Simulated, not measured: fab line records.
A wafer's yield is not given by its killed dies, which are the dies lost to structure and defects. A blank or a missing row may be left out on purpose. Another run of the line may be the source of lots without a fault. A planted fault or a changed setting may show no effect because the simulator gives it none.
fab line records    flow ritCmos
record lots=14  wafers=42  lastDay=7
route steps=202 shown PWELL@48 PRETRO@72 CONTACT@179 M1@202
lots with no fault: from the same line, run without faults
startH: the number of hours between the record's first day and the start of the first shown wafer of the lot    waitH: how many hours have passed since the lot's step before this one    " repeats the value in the row above    L1.1+2: a row that stands for several wafers    - no value, or no start given    * or withheld: withheld    < > ~ a bound
route shown NAME@n: a module of which the file shows steps, and the number in the route of the first    usual: mean/standard deviation of fault-free wafers    same: alike in all rows    chamber/n: place in a boat    sites: per-site readings    _std_site: their standard deviation    _edge_site: the outer-site mean with the inner-site mean subtracted    radiusMm: for every site, how far away it sits from the centre of the wafer    mask NAME#n: copy n    behind: the last tool/chamber to shape the wafer    hold: cause of the lot's hold/its duration in hours/its outcome    device: names the non-switching transistor (n, p or np)    end of line: at the end of the route, the tests of the same wafers    where a step has no rows: the recipe by itself    killed: the dies lost at the first sort to structure and to defects; this is not the yield of the wafer    map: shows each die of a wafer: x if killed, . if not, _ if none is there
set.NAME: setting as actually run; set.NAME@STEP: the setting as run at that earlier step    model.NAME: the simulator's own value behind a step, which no gauge read
steps of the route over a sample of lots; a table a step, a row a wafer
services: the hour from which a tool's chamber was out of use, counted from the record's first day as startH (under 0 if before that day), plus the number of hours and why
## steps
# step RIT_PWELL_STRIP_09
# recipe chemistry=O2  timeS=180  resist=NOVOLAK  platenTempC=withheld  powerW=500  pressureMtorr=4000  o2FlowSccm=4000
# usual drypumpMotorCurrentA=6.1/0.35
# same timeS=180
lot.wafer  tool            chamber  startH  waitH  drypumpMotorCurrentA  rfHoursCounterH
L175.2     plasmaAsher-02  1        31.47   0.1    6.3                   36
L175.4     "               0        "       "      6.4                   -
L175.6     "               1        "       "      6.3                   -
L176.1     plasmaAsher-03  0        32.87   0.1    5.7                   23
L176.2     "               1        "       "      5.7                   23
L176.3     "               0        "       "      5.7                   -
L178.1     plasmaAsher-02  0        39.14   0.1    6.3                   37
L178.2     "               1        "       "      6.3                   37
L178.5     "               0        "       "      6.4                   -
L179.3     plasmaAsher-03  0        43.86   0.1    5.7                   -
L179.4     "               1        "       "      5.7                   -
L179.5     "               1        "       "      5.7                   -
L180.4     plasmaAsher-03  1        48.86   0.1    5.7                   -
L180.5     "               1        "       "      5.7                   -
L180.6     "               0        "       "      5.7                   -
L181.2     plasmaAsher-04  1        53.09   0.1    6.1                   41
L181.3     "               0        "       "      6.5                   -
L181.6     "               1        "       "      6.1                   -
L182.1     plasmaAsher-04  0        57.11   0.1    6.5                   42
L182.2     "               1        "       "      6.1                   42
L182.6     "               0        "       "      6.6                   -
L183.3     plasmaAsher-04  1        62.82   0.1    6.2                   -
L183.5     "               1        "       "      6.2                   -
L183.6     "               0        "       "      6.5                   -
L184.1     plasmaAsher-03  1        67.31   0.1    5.7                   27
L184.2     "               0        "       "      5.7                   27
L184.6     "               1        "       "      5.7                   -
L185.3     plasmaAsher-04  1        72.82   0.1    6.2                   -
L185.4     "               0        "       "      6.5                   -
L185.5     "               0        "       "      6.5                   -
L189.2     plasmaAsher-04  0        92.55   0.1    6.6                   46
L189.4     "               1        "       "      6.1                   -
L189.5     "               0        "       "      6.6                   -
L190.3     plasmaAsher-04  0        97.35   0.1    6.5                   -
L190.4     "               1        "       "      6.2                   -
L190.6     "               1        "       "      6.1                   -
L194.1     plasmaAsher-03  1        117.49  0.1    5.7                   34
L194.2     "               0        "       "      5.7                   34
L194.3     "               1        "       "      5.6                   -
L196.1     plasmaAsher-03  0        127.43  0.1    5.7                   35
L196.3     "               1        "       "      5.6                   -
L196.4     "               0        "       "      5.8                   -
# step RIT_PRETRO_IMPLANT_08
# recipe species=B  energyKev=45  doseCm2=1.2e+13  tiltDeg=7
# usual beamOnS=9.97/0.23  doseIonsCm2=1.2003e+13/1.3e+10  faradayCurrentUA=38.2/0.86
lot.wafer  tool          chamber  startH  waitH  beamOnS  doseIonsCm2  faradayCurrentUA
L175.2     implanter-01  0        40.12   0.2    9.76     1.2008e+13   39.0
L175.4     "             0        "       "      10.18    1.2003e+13   37.5
L175.6     "             0        "       "      10.03    1.201e+13    37.9
L176.1     implanter-04  0        42.18   0.2    9.95     1.1989e+13   38.3
L176.2     "             0        "       "      9.79     1.2024e+13   38.8
L176.3     "             0        "       "      9.48     1.1979e+13   40.1
L178.1     implanter-04  0        47.54   0.2    10.00    1.1999e+13   38.1
L178.2     "             0        "       "      9.75     1.2005e+13   38.9
L178.5     "             0        "       "      9.74     1.2012e+13   39.3
L179.3     implanter-03  0        52.75   0.2    9.70     1.2001e+13   39.3
L179.4     "             0        "       "      10.20    1.2008e+13   37.4
L179.5     "             0        "       "      10.07    1.1998e+13   37.8
L180.4     implanter-01  0        57.72   0.2    10.01    1.1992e+13   38.2
L180.5     "             0        "       "      10.27    1.1978e+13   37.3
L180.6     "             0        "       "      10.08    1.201e+13    37.6
L181.2     implanter-03  0        62.86   0.2    9.86     1.2027e+13   38.6
L181.3     "             0        "       "      9.93     1.2e+13      38.3
L181.6     "             0        "       "      9.72     1.1995e+13   39.2
L182.1     implanter-04  0        65.57   0.2    9.59     1.1994e+13   39.5
L182.2     "             0        "       "      10.01    1.1998e+13   38.0
L182.6     "             0        "       "      9.96     1.199e+13    38.2
L183.3     implanter-03  0        71.23   0.2    9.87     1.1965e+13   38.7
L183.5     "             0        "       "      10.09    1.1989e+13   38.0
L183.6     "             0        "       "      9.96     1.1989e+13   38.1
L184.1     implanter-01  0        76.12   0.2    10.28    1.2041e+13   37.2
L184.2     "             0        "       "      10.04    1.1977e+13   37.9
L184.6     "             0        "       "      10.16    1.2004e+13   37.5
L185.3     implanter-01  0        81.46   0.2    9.75     2.2502e+13   73.1
L185.4     "             0        "       "      9.82     2.2489e+13   72.6
L185.5     "             0        "       "      10.30    2.2485e+13   69.0
L189.2     implanter-04  0        100.98  0.2    9.98     1.2012e+13   38.1
L189.4     "             0        "       "      9.68     1.1996e+13   39.2
L189.5     "             0        "       "      9.95     1.2006e+13   38.3
L190.3     implanter-01  0        105.87  0.2    9.94     2.2502e+13   72.0
L190.4     "             0        "       "      10.06    2.2491e+13   71.1
L190.6     "             0        "       "      9.90     2.2513e+13   71.9
L194.1     implanter-03  0        126.19  0.2    10.00    1.2024e+13   38.2
L194.2     "             0        "       "      10.04    1.2005e+13   37.7
L194.3     "             0        "       "      10.37    1.2019e+13   36.7
L196.1     implanter-03  0        136.41  0.2    9.92     1.2034e+13   38.5
L196.3     "             0        "       "      9.89     1.2033e+13   38.6
L196.4     "             0        "       "      9.98     1.2026e+13   38.3
# step RIT_PRETRO_TW_MEAS_10
# usual PRETRO_TW=472/5.8
lot.wafer  tool          chamber  startH  waitH  hold                     PRETRO_TW
L175.2     filmMetro-04  -        40.43   0.1    -                        464
L175.4     "             -        "       "      -                        467
L175.6     "             -        "       "      -                        467
L176.1     filmMetro-02  -        42.50   0.1    -                        485
L176.2     "             -        "       "      -                        481
L176.3     "             -        "       "      -                        481
L178.1     filmMetro-01  -        47.87   0.1    -                        472
L178.2     "             -        "       "      -                        471
L178.5     "             -        "       "      -                        469
L179.3     filmMetro-02  -        53.04   0.1    -                        477
L179.4     "             -        "       "      -                        479
L179.5     "             -        "       "      -                        477
L180.4     filmMetro-04  -        58.00   0.1    -                        468
L180.5     "             -        "       "      -                        468
L180.6     "             -        "       "      -                        465
L181.2     filmMetro-02  -        63.17   0.1    -                        475
L181.3     "             -        "       "      -                        479
L181.6     "             -        "       "      -                        477
L182.1     filmMetro-02  -        65.90   0.1    -                        477
L182.2     "             -        "       "      -                        477
L182.6     "             -        "       "      -                        476
L183.3     filmMetro-02  -        71.53   0.1    -                        477
L183.5     "             -        "       "      -                        479
L183.6     "             -        "       "      -                        478
L184.1     filmMetro-01  -        76.44   0.1    -                        472
L184.2     "             -        "       "      -                        471
L184.6     "             -        "       "      -                        473
L185.3     filmMetro-04  -        81.75   0.1    awaitDispo/0.2h/release  565
L185.4     "             -        "       "      awaitDispo/0.2h/release  565
L185.5     "             -        "       "      awaitDispo/0.2h/release  566
L185.3     filmMetro-04  -        81.98   0.2    -                        564
L185.4     "             -        "       "      -                        564
L185.5     "             -        "       "      -                        566
L189.2     filmMetro-02  -        101.29  0.1    -                        481
L189.4     "             -        "       "      -                        481
L189.5     "             -        "       "      -                        479
L190.3     filmMetro-01  -        106.16  0.1    awaitDispo/0.2h/release  570
L190.4     "             -        "       "      awaitDispo/0.2h/release  570
L190.6     "             -        "       "      awaitDispo/0.2h/release  567
L190.3     filmMetro-01  -        106.39  0.2    -                        570
L190.4     "             -        "       "      -                        566
L190.6     "             -        "       "      -                        569
L194.1     filmMetro-04  -        126.52  0.1    -                        465
L194.2     "             -        "       "      -                        468
L194.3     "             -        "       "      -                        467
L196.1     filmMetro-04  -        136.74  0.1    -                        466
L196.3     "             -        "       "      -                        467
L196.4     "             -        "       "      -                        468
# step RIT_CONTACT_ETCH_11
# recipe targetDepthA=4800  overEtchFrac=0.2  stopOn=TiSi2  chemistry=CHF3/CF4/Ar  target=SiO2  CHF3_flow_sccm=50  cf4FlowSccm=10  Ar_flow_sccm=100  O2_flow_sccm=5  pressureMtorr=100  rfW=200  timeS=320
# usual cf4FlowSccm=10.00/0.032  drypumpMotorCurrentA=5.6/0.41  oesProductAu=0.991/0.012  throttleValvePct=8.89/0.17
# same timeS=320
lot.wafer  tool        chamber  startH  waitH  cf4FlowSccm  drypumpMotorCurrentA  oesProductAu  rfHoursCounterH  throttleValvePct
L175.2     rieDiel-03  0        61.10   0.1    9.98         5.2                   0.999         64               9.13
L175.4     "           1        "       "      10.01        5.8                   1.004         90               8.86
L175.6     "           2        "       "      9.98         5.6                   0.986         -                8.63
L176.1     rieDiel-01  2        62.01   0.1    9.99         5.8                   0.984         18               8.99
L176.2     "           1        "       "      10.07        5.7                   0.980         90               8.80
L176.3     "           0        "       "      10.01        6.0                   0.991         129              8.74
L178.1     rieDiel-03  1        69.35   0.1    9.99         5.9                   1.007         90               8.86
L178.2     "           2        "       "      9.99         5.6                   0.989         55               8.63
L178.5     "           2        "       "      10.05        5.6                   0.985         -                8.62
L179.3     rieDiel-01  2        73.39   0.1    9.97         5.9                   0.982         18               9.00
L179.4     "           1        "       "      10.00        5.7                   0.973         91               8.77
L179.5     "           0        "       "      9.96         6.0                   0.994         -                8.74
L180.4     rieDiel-04  1        79.03   0.1    10.00        6.0                   0.977         91               9.10
L180.5     "           1        "       "      9.94         6.0                   0.980         -                9.10
L180.6     "           2        "       "      10.01        5.1                   1.021         -                8.98
L181.2     rieDiel-03  2        82.69   0.1    10.01        5.6                   0.987         55               8.61
L181.3     "           0        "       "      10.02        5.2                   0.986         65               9.13
L181.6     "           0        "       "      9.94         5.1                   0.995         -                9.12
L182.1     rieDiel-03  2        86.67   0.1    10.01        5.6                   0.982         56               8.62
L182.2     "           0        "       "      9.98         5.2                   0.993         65               9.12
L182.6     "           1        "       "      9.98         5.9                   1.013         -                8.86
L183.3     rieDiel-04  2        92.52   0.1    10.01        5.1                   1.019         127              8.98
L183.5     "           1        "       "      9.98         6.0                   0.979         -                9.11
L183.6     "           0        "       "      9.96         4.8                   0.993         -                8.62
L184.1     rieDiel-01  0        96.43   0.1    9.98         6.0                   0.995         130              8.74
L184.2     "           3        "       "      9.94         5.2                   0.996         7                9.09
L184.6     "           1        "       "      10.02        5.7                   0.977         -                8.79
L185.3     rieDiel-01  0        110.12  0.1    10.00        6.0                   1.006         130              8.74
L185.4     "           2        "       "      10.07        5.9                   0.978         19               9.01
L185.5     "           1        "       "      9.93         5.7                   0.976         -                8.79
L189.2     rieDiel-03  3        122.07  0.1    10.03        6.3                   0.986         0                8.83
L189.4     "           1        "       "      9.94         5.9                   1.005         92               8.86
L189.5     "           3        "       "      10.01        6.3                   0.982         -                8.84
L190.3     rieDiel-04  2        134.55  0.1    10.01        5.0                   1.014         128              8.98
L190.4     "           0        "       "      10.05        4.8                   0.991         36               8.61
L190.6     "           0        "       "      10.01        4.8                   0.980         -                8.63
L194.1     rieDiel-04  0        147.12  0.1    9.99         4.8                   0.991         37               8.62
L194.2     "           1        "       "      10.02        6.0                   0.977         93               9.09
L194.3     "           3        "       "      10.01        5.8                   0.991         58               9.00
L196.1     rieDiel-03  3        157.55  0.1    10.02        6.3                   0.994         0                8.83
L196.3     "           2        "       "      9.96         5.6                   0.980         57               8.61
L196.4     "           0        "       "      9.99         5.1                   0.982         67               9.10
# step RIT_M1_PROBE_99
# usual killed_at_M0_to_M3=0.0/0.083  killedAtContacts=0.0/0.22  killedAtFrontEnd=7/3.2  killedDies=7/3.2  killedOpen=3.2/2.1  killedShort=3.5/2.2
# same grossDies=264  killed_at_M4_up=0  killedAtBackSide=0  killedAtOther=0
lot.wafer  tool       chamber  startH  waitH  killed_at_M0_to_M3  killedAtContacts  killedAtFrontEnd  killedDies  killedOpen  killedShort
L185.3     prober-02  -        115.09  0.2    0                   0                 4                 4           3           1
L185.4     prober-02  -        115.14  0.2    0                   0                 6                 6           3           3
L185.5     prober-02  -        115.19  0.2    0                   0                 7                 7           3           4
L190.3     prober-01  -        139.51  0.2    0                   0                 5                 5           1           4
L190.4     prober-01  -        139.56  0.2    0                   0                 2                 2           1           1
L190.6     prober-01  -        139.66  0.2    0                   0                 14                14          5           9
# killed by level:class
L185.3 FOX2:geometricParticle:open=1 GATE:geometricParticle:open=1 GATE:geometricParticle:short=1 SPACER:geometricParticle:open=1
L185.4 GATE:geometricParticle:short=2 REOX:geometricParticle:open=2 FOX1:geometricParticle:short=1 FOX2:geometricParticle:open=1
L185.5 SILICIDE:geometricParticle:short=3 GATE:geometricParticle:short=1 GATE:geometricParticle:open=1 SPACER:geometricParticle:open=1 SILICIDE:geometricParticle:open=1
L190.3 FOX1:geometricParticle:short=2 SPACER:geometricParticle:short=2 SILICIDE:geometricParticle:open=1
L190.4 SPACER:geometricParticle:open=1 SPACER:geometricParticle:short=1
L190.6 SILICIDE:geometricParticle:short=5 SPACER:geometricParticle:short=3 SILICIDE:geometricParticle:open=3 FOX1:geometricParticle:short=1 GATE:geometricParticle:open=1 SPACER:geometricParticle:open=1
## services
tool            chamber  startH  hours  kind
implanter-01    -        83.52   4.2    pm
rieDiel-03      3        99.23   -      clean
rieDiel-03      3        99.23   21.1   scheduledDown
rieDiel-03      3        99.23   21.1   ventCycle
rieDiel-04      -        112.47  14.6   pm
plasmaAsher-04  0        117.75  -      clean
plasmaAsher-04  1        117.75  -      clean
rieDiel-03      3        129.09  17.9   repair
rieDiel-01      2        142.09  3.5    repair
## key
firstSign step=RIT_PRETRO_IMPLANT_08  reading=doseIonsCm2  direction=up  sigmas=99+  usual=1.2003e+13  struck=2.2497e+13
effect step=RIT_PRETRO_IMPLANT_08  reading=faradayCurrentUA  direction=up  sigmas=39  usual=38.2  struck=71.6
effect step=RIT_PRETRO_TW_MEAS_10  reading=visit  direction=added
effect step=RIT_PRETRO_TW_MEAS_10  reading=PRETRO_TW  direction=up  sigmas=17  usual=472  struck=567
metAt RIT_PRETRO_IMPLANT_08
struckLots L185,L190
testerLeftOut L185,L190
notActingAt RIT_PWELL_STRIP_09,RIT_CONTACT_ETCH_11
onsetBetween 76.12 81.46
fault kind=processParameterDrift  tool=implanter-01  chamber=-  onsetH=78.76  steps=RIT_PRETRO_IMPLANT_08  channel=doseCm2  offset=1.0493e+13  shape=step  endH=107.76  actsIn=theseRecipesOnly  stated=1.2e+13
# testerLeftOut: of these lots the tester's yield and bins aren't shown, on N5 and GAA mostly nor the transistor test; their killed dies are dies lost to structure and defects alone, not to doping, threshold or leakage, so they don't give the yield
